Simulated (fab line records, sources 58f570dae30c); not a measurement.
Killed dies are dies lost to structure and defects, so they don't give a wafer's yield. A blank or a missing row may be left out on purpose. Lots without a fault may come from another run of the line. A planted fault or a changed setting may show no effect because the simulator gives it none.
Which tool did it? | flow berkeley_cmos170 | 14 lots, 42 wafers sampled, at 4 steps of a route of 331

WHAT THE GAUGES READ, wafer by wafer
UCB170_WELLDRIVE_THK_MEAS_02.
lot  | measured    | on            | WELLDRIVE_OXIDE_THK (nm)
L635 | day 4 01:48 | film_metro-02 | 197 197 197
L636 | day 4 15:20 | film_metro-01 | 202 205 203
L637 | day 4 15:20 | film_metro-03 | 197 197 198
L638 | day 4 15:20 | film_metro-02 | 195 195 199
L639 | day 5 01:35 | film_metro-03 | 199 198 195
L640 | day 5 01:35 | film_metro-01 | 200 199 197
L641 | day 5 07:53 | film_metro-02 | 198 196 195
L642 | day 5 07:55 | film_metro-01 | 193 192 194
L643 | day 5 16:50 | film_metro-02 | 195 195 194
L645 | day 5 23:36 | film_metro-01 | 197 198 199
L646 | day 6 07:28 | film_metro-03 | 226 223 225
L647 | day 6 07:26 | film_metro-01 | 228 223 226
L649 | day 6 19:19 | film_metro-01 | 197 198 200
L652 | day 7 14:43 | film_metro-01 | 192 193 193

UCB170_M2_RS_MEAS_02: measures by four-point-probe.
lot  | measured     | on            | M2_AL_RS (ohm/sq)
L635 | day 8 11:09  | film_metro-02 | 0.03127 0.03105 0.03118
L636 | day 9 11:14  | film_metro-02 | 0.03104 0.03097 0.03096
L637 | day 9 12:26  | film_metro-04 | 0.03121 0.03113 0.03141
L638 | day 9 09:12  | film_metro-02 | 0.03135 0.0312 0.03131
L639 | day 9 23:25  | film_metro-04 | 0.03144 0.03126 0.03151
L640 | day 10 00:13 | film_metro-02 | 0.03101 0.03117 0.03139
L641 | day 10 00:03 | film_metro-04 | 0.03139 0.03147 0.03154
L642 | day 10 00:20 | film_metro-01 | 0.03186 0.03143 0.03166
L643 | day 10 18:48 | film_metro-01 | 0.03134 0.0314 0.0314
L645 | day 10 23:11 | film_metro-04 | 0.03138 0.03123 0.03133
L646 | day 10 21:46 | film_metro-01 | 0.03095 0.0308 0.03096
L647 | day 10 23:55 | film_metro-02 | 0.03155 0.03136 0.03132
L649 | day 11 22:49 | film_metro-01 | 0.03104 0.03106 0.03098
L652 | day 12 19:39 | film_metro-02 | 0.03182 0.03152 0.03157

UCB170_M2_THK_MEAS_03: measures by xrf.
lot  | measured     | on            | M2_AL_THK (nm)
L635 | day 8 11:15  | film_metro-02 | 920 924 926
L636 | day 9 11:21  | film_metro-02 | 927 929 927
L637 | day 9 12:33  | film_metro-04 | 924 932 919
L638 | day 9 09:19  | film_metro-02 | 918 916 917
L639 | day 9 23:31  | film_metro-04 | 920 929 921
L640 | day 10 00:19 | film_metro-02 | 924 916 914
L641 | day 10 00:10 | film_metro-04 | 923 927 926
L642 | day 10 00:26 | film_metro-01 | 901 907 905
L643 | day 10 18:55 | film_metro-01 | 914 916 913
L645 | day 10 23:19 | film_metro-04 | 923 931 921
L646 | day 10 21:52 | film_metro-01 | 927 934 930
L647 | day 11 00:02 | film_metro-02 | 913 921 919
L649 | day 11 22:55 | film_metro-01 | 926 924 928
L652 | day 12 19:46 | film_metro-02 | 890 902 904

WHICH TOOL RAN EACH LOT (tool, then ch and the chambers of the sampled wafers, then the start)
lot  | UCB170_WELLDRIVE_OXIDATION_01
L635 | furnace-01 ch 0, day 3 22:17
L636 | furnace-04 ch 0, day 4 11:50
L637 | furnace-04 ch 0, day 4 11:50
L638 | furnace-04 ch 0, day 4 11:50
L639 | furnace-01 ch 0, day 4 22:04
L640 | furnace-01 ch 0, day 4 22:04
L641 | furnace-02 ch 0, day 5 04:23
L642 | furnace-02 ch 0, day 5 04:23
L643 | furnace-02 ch 0, day 5 13:19
L645 | furnace-01 ch 0, day 5 20:06
L646 | furnace-01 ch 0, day 6 03:56
L647 | furnace-01 ch 0, day 6 03:56
L649 | furnace-04 ch 0, day 6 15:49
L652 | furnace-02 ch 0, day 7 11:12
- UCB170_WELLDRIVE_OXIDATION_01: target thk 199 nm, ox time 9000 s.

WHAT THE TOOLS THEMSELVES READ (means of the sampled wafers that have a number; where no wafer has one, the mark that the record gives instead)
UCB170_WELLDRIVE_OXIDATION_01.
lot  | tool       | spike_tc_centre_C (C) | spike_tc_load_C (C) | spike_tc_source_C (C) | tube_center_temp_C (C) | tube_center_temp_C_max
L635 | furnace-01 | 1102.6                | 1132                | 1130.5                | 1100                   | 1102.8
L636 | furnace-04 | 1102.1                | 1127                | 1126.1                | 1100                   | 1102.7
L637 | furnace-04 | 1103.8                | 1127                | 1127.2                | 1100                   | 1103.4
L638 | furnace-04 | 1102.8                | 1127                | 1126.6                | 1100                   | 1103.3
L639 | furnace-01 | 1101.2                | 1132                | 1130.2                | 1100                   | 1103.0
L640 | furnace-01 | 1102.0                | 1133                | 1130.2                | 1100                   | 1102.7
L641 | furnace-02 | 1103.0                | 1127                | 1127.6                | 1100                   | 1102.7
L642 | furnace-02 | 1102.3                | 1127                | 1127.4                | 1100                   | 1102.9
L643 | furnace-02 | 1101.6                | 1126                | 1127.2                | 1100                   | 1102.9
L645 | furnace-01 | 1101.7                | 1133                | 1131.2                | 1100                   | 1103.0
L646 | furnace-01 | 1120.9                | 1153                | 1151.6                | 1120                   | 1122.7
L647 | furnace-01 | 1121.7                | 1153                | 1151.2                | 1120                   | 1122.8
L649 | furnace-04 | 1103.0                | 1127                | 1126.1                | 1100                   | 1102.2
L652 | furnace-02 | 1102.1                | 1127                | 1127.8                | 1100                   | 1102.7

THE ANSWER, worked out from the rows above alone
Rule: what is usual is taken from the lots themselves. Put in order of their means at a reading, lots are off if they are a third of the lots or fewer, leave a main group of 4 or more, and stand apart from it by a gap of 3 or more times the standard deviation of the main group's means; of several such gaps the widest counts. A main group whose means are all the same, to the digits that the tables above print for the reading, isn't used. A lot without any number at a reading at which 4 lots or more have one is off too. The other lots that the step has rows for count as sound. The gauges are gone through in route order, then the tools' own readings, and for those a lot's mean is taken as printed above. The first step at which some lot is off is used, and at that step the reading that is off furthest; a lot without a number counts as furthest.
Off: L646, L647, at UCB170_WELLDRIVE_THK_MEAS_02 (WELLDRIVE_OXIDE_THK). The main group: mean 197 nm, standard deviation 2.7.
A tool fits if, at a process step before that reading, it ran every lot that is off, and no sound lot after the first of them. The gauges at UCB170_WELLDRIVE_THK_MEAS_02 aren't tried: what is off there is off at UCB170_WELLDRIVE_OXIDATION_01 too, on other tools, and a gauge's error can't cause that. One fits: furnace-01 at UCB170_WELLDRIVE_OXIDATION_01. Its last sound lot is L645 (day 5 20:06), its first lot that is off L646 (day 6 03:56): a fault that began between those two fits.
The tool's own readings at UCB170_WELLDRIVE_OXIDATION_01 bear it out: on the lots that are off they differ by more than 5 times the standard deviation of the sound lots' means. spike_tc_centre_C reads 1121.3 C there against 1102.3 C on the sound lots; spike_tc_load_C reads 1153 C there against 1129 C on the sound lots; spike_tc_source_C reads 1151.4 C there against 1128.2 C on the sound lots; tube_center_temp_C reads 1120 C there against 1100 C on the sound lots; tube_center_temp_C_max reads 1122.8 there against 1102.9 on the sound lots.

WHAT THE SIMULATOR HAD PUT IN
Process parameter drift: furnace-01, from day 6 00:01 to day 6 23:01, at UCB170_WELLDRIVE_OXIDATION_01. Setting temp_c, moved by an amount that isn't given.
Lots struck among those shown: L647, L646. The rule above found the same.
